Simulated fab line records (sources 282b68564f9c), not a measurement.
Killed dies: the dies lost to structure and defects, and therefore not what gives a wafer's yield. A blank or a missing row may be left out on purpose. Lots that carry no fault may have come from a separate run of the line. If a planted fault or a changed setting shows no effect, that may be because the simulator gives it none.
Which of the tools did it?    flow rit_cmos    14 lots with 42 wafers sampled at 3 steps, on a route of 202 steps

== WHAT THE GAUGES READ, wafer by wafer ==
RIT_PSD_TW_MEAS_10.
lot   measured     on             PSD_TW
L358  day 3 07:08  film_metro-04  3490 3484 3495
L361  day 3 19:37  film_metro-02  3373 3381 3403
L362  day 4 03:03  film_metro-04  3464 3465 3463
L364  day 4 11:55  film_metro-04  3479 3463 3487
L366  day 4 23:22  film_metro-02  3146 3141 3137
L367  day 5 05:58  film_metro-04  3464 3486 3465
L369  day 5 12:51  film_metro-03  3182 3168 3177
L373  day 6 08:37  film_metro-03  3456 3456 3450
L375  day 6 16:38  film_metro-03  3430 3420 3429
L376  day 6 23:25  film_metro-04  3466 3476 3463
L377  day 7 01:43  film_metro-03  3467 3450 3476
L378  day 7 06:43  film_metro-03  3456 3470 3474
L380  day 7 19:43  film_metro-02  3444 3454 3461
L381  day 7 21:13  film_metro-03  3458 3465 3449

RIT_SDANNEAL_RS_MEAS_04: a four-point-probe measurement.
lot   measured     on             PSD_RS (ohm/sq)
L358  day 3 07:38  film_metro-03  116.07 116.24 115.92
L361  day 3 20:29  film_metro-04  116.16 116.22 116.23
L362  day 4 03:32  film_metro-02  116.14 115.94 115.99
L364  day 4 12:28  film_metro-03  116.08 116.05 116.20
L366  day 4 23:50  film_metro-04  124.57 124.38 124.26
L367  day 5 06:28  film_metro-04  116.28 115.64 116.17
L369  day 5 13:20  film_metro-03  124.03 124.09 124.39
L373  day 6 09:07  film_metro-04  115.71 115.80 115.52
L375  day 6 17:10  film_metro-02  116.26 115.96 115.87
L376  day 6 23:56  film_metro-04  115.61 115.84 115.57
L377  day 7 02:23  film_metro-04  115.54 115.98 115.56
L378  day 7 07:11  film_metro-02  115.92 115.92 115.22
L380  day 7 20:13  film_metro-03  116.38 116.55 116.28
L381  day 7 21:43  film_metro-03  115.89 115.56 115.83

== TOOL THAT RAN EACH LOT (tool first, then ch and the chambers of the sampled wafers, then the start) ==
lot   RIT_PSD_IMPLANT_08
L358  implanter-04 ch 0, day 3 06:50
L361  implanter-02 ch 0, day 3 19:19
L362  implanter-01 ch 0, day 4 02:43
L364  implanter-04 ch 0, day 4 11:37
L366  implanter-02 ch 0, day 4 23:02
L367  implanter-04 ch 0, day 5 05:39
L369  implanter-02 ch 0, day 5 12:32
L373  implanter-01 ch 0, day 6 08:17
L375  implanter-04 ch 0, day 6 16:20
L376  implanter-01 ch 0, day 6 23:05
L377  implanter-01 ch 0, day 7 01:24
L378  implanter-01 ch 0, day 7 06:23
L380  implanter-02 ch 0, day 7 19:25
L381  implanter-01 ch 0, day 7 20:53
- RIT_PSD_IMPLANT_08

== AS READ BY THE TOOLS THEMSELVES (means over the sampled wafers that have a number; for cases with no such wafer, the mark the record gives instead) ==
RIT_PSD_IMPLANT_08.
lot   tool          beam_energy_keV  beam_on_s (s)  dose_ions_cm2  end_station_pressure_torr (Torr)  faraday_current_uA
L358  implanter-04  26.993           14.3           5e+15          1.26e-05                          10807
L361  implanter-02  27.003           12.3           5e+15          1.52e-05                          12385
L362  implanter-01  26.996           12.1           5e+15          1.51e-05                          12676
L364  implanter-04  27.001           14.1           5e+15          1.36e-05                          10926
L366  implanter-02  27.001           10.0           3e+15          1.17e-05                          8393
L367  implanter-04  27.009           13.9           5e+15          1.34e-05                          11029
L369  implanter-02  26.995           10.1           3e+15          1.17e-05                          8198
L373  implanter-01  26.999           12.1           5e+15          1.57e-05                          12698
L375  implanter-04  26.998           14.4           5e+15          1.22e-05                          10729
L376  implanter-01  26.996           12.3           5e+15          1.46e-05                          12463
L377  implanter-01  26.997           12.1           5e+15          1.44e-05                          12674
L378  implanter-01  26.995           12.0           5e+15          1.47e-05                          12791
L380  implanter-02  26.991           12.5           5e+15          1.42e-05                          12304
L381  implanter-01  27.009           12.2           5e+15          1.40e-05                          12480

== THE ANSWER, worked out from the rows above alone ==
Rule: the lots themselves supply what counts as usual. The widest of any qualifying gaps counts: lots, ordered by their means at a reading, are off when they make up no more than a third of the lots, leave a main group of 4 or more, and stand apart from it by 3 or more times the standard deviation of that group's means. The tables above print the reading to a certain number of digits; a main group whose means all agree to those digits is not used. Also off: a lot with no number at a reading for which 4 or more lots have one. Where the step has rows for the other lots, those lots are counted as sound. After the gauges, taken in route order, come the tools' own readings; for these a lot's mean is taken, as printed above. The first step at which some lot is off is used, and at that step the reading that is off furthest; a lot without a number counts as furthest.
Off: at RIT_PSD_TW_MEAS_10 (PSD_TW), L366, L369. The main group: mean 3456, standard deviation 26.
If a tool, at a process step before that reading, ran all the lots that are off and no sound lot after the first of them, it fits. Those tools and the gauges at RIT_PSD_TW_MEAS_10 are tried in the same way. None of those tried fits.

== WHAT THE SIMULATOR PUT IN ==
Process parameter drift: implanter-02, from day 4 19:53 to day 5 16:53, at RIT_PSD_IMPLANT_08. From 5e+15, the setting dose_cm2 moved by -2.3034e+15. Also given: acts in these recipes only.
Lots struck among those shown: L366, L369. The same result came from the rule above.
